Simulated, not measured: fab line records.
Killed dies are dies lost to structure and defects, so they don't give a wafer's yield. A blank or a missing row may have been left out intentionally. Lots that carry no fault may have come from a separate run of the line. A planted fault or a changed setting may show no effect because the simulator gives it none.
Problem report, 8D (eight disciplines) form, completed by code / flow berkeleyCmos170 / the parts of the form that need people (team, actions taken, sign-off) are left out

1. THE ISSUE
WELLDRIVE_OXIDE_THK at UCB170_WELLDRIVE_THK_MEAS_02 reads a mean of 232 nm on 9 wafers of 3 lots; wafers without a fault read 199 nm with a standard deviation of 3.7. Measured from the usual mean, that is +9.0 standard deviations.
Earliest sighting: wafer L781.1 on filmMetro-01 at day 4 15:28. Wafers with a number at this step in the record: 45, from 15 lots. Rule for "out" (also "out of limits"): further than 4 standard deviations from the usual mean. Any other wafer with a number is counted as sound.

2. WHAT IT IS AND WHAT IT IS NOT
question=which readings at this step | is=WELLDRIVE_OXIDE_THK | is not=-
question=which lots | is=L781, L782, L783 | is not=L777, L778, L779, L780, L787, L789, L793, L794, L797, L798, L799, L800
question=which wafers of those lots | is=all that have a number | is not=-
question=read on which gauges | is=filmMetro-01, filmMetro-02, filmMetro-03 | is not=-
question=when | is=from day 4 15:28 | is not=up to then (12 sound wafers); but 24 sound wafers of L787, L789, L793, L794, L797, L798, L799, L800 came after

3. WHAT RULES OUT EACH SUSPECT
Counting: a tool at any process step up to the reading remains a suspect when it ran all the lots that are out and ran no sound lot after the first of those.
- ruled out: the gauge at UCB170_WELLDRIVE_THK_MEAS_02. The wafers that are out were read on 3 gauges (filmMetro-01, filmMetro-02, filmMetro-03).
- furnace-02 at UCB170_WELLDRIVE_OXIDATION_01 (target thk 199 nm, ox time 9000 s): ruled out as a lasting fault. Following L781 (day 4 11:58), the first lot on it that is out, the sound lots L800, L799 were run on it.
Left after counting: nothing in the record.

4. THE CAUSE (what the simulator had put in)
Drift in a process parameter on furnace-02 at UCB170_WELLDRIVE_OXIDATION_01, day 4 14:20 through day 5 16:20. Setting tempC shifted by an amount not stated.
The count ruled it out by mistake, since the rule takes a fault to strike every lot its tool runs from the start of the fault on, and this one did not do so.

5. THE EFFECT CHAIN, in route order
Each row: a reading where the mean over the struck wafers with a number is more than 3 standard deviations away from the usual. Only readings for which the record gives a usual standard deviation are gone through. hours: the time from each lot's start at the first step in this table that gives one to its start at this step, as a median over the lots. sigmas: the change in usual standard deviations.
hours=0; step=UCB170_WELLDRIVE_OXIDATION_01; reading=spikeTcCentreC; usual=1102.5 C; on struck wafers=1134.0; change=+31.5; sigmas=+29
hours=0; step=UCB170_WELLDRIVE_OXIDATION_01; reading=spikeTcLoadC; usual=1128.8 C; on struck wafers=1162.5; change=+33.7; sigmas=+24
hours=0; step=UCB170_WELLDRIVE_OXIDATION_01; reading=spikeTcSourceC; usual=1125.9 C; on struck wafers=1159.2; change=+33.3; sigmas=+24
hours=0; step=UCB170_WELLDRIVE_OXIDATION_01; reading=tubeCenterTempC; usual=1100 C; on struck wafers=1132; change=+32; sigmas=+99 or more
hours=0; step=UCB170_WELLDRIVE_OXIDATION_01; reading=tube_center_temp_C_max; usual=1102.8; on struck wafers=1134.8; change=+32.0; sigmas=+68
hours=4; step=UCB170_WELLDRIVE_THK_MEAS_02; reading=WELLDRIVE_OXIDE_THK; usual=199 nm; on struck wafers=232; change=+33; sigmas=+9.0
Its process steps:
- UCB170_WELLDRIVE_OXIDATION_01: target thk 199 nm, ox time 9000 s.
Later measuring or inspecting steps at which every struck wafer that the step has a row for has a number for every such reading, and none has moved that far: UCB170_ACTIVE_THK_MEAS_03, UCB170_ACTIVE_OVL_MEAS_14.

6. HOW IT WOULD HAVE BEEN CAUGHT EARLIER
In this record the first reading out of limits at a measuring or inspecting step was taken at day 4 15:28, 1 hour after the fault began at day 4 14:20.
Tool's own readings at UCB170_WELLDRIVE_OXIDATION_01, spikeTcCentreC, spikeTcLoadC, spikeTcSourceC, tubeCenterTempC, tube_center_temp_C_max: out on all struck wafers the step has rows for; an alarm limit on them would have tripped on the first.
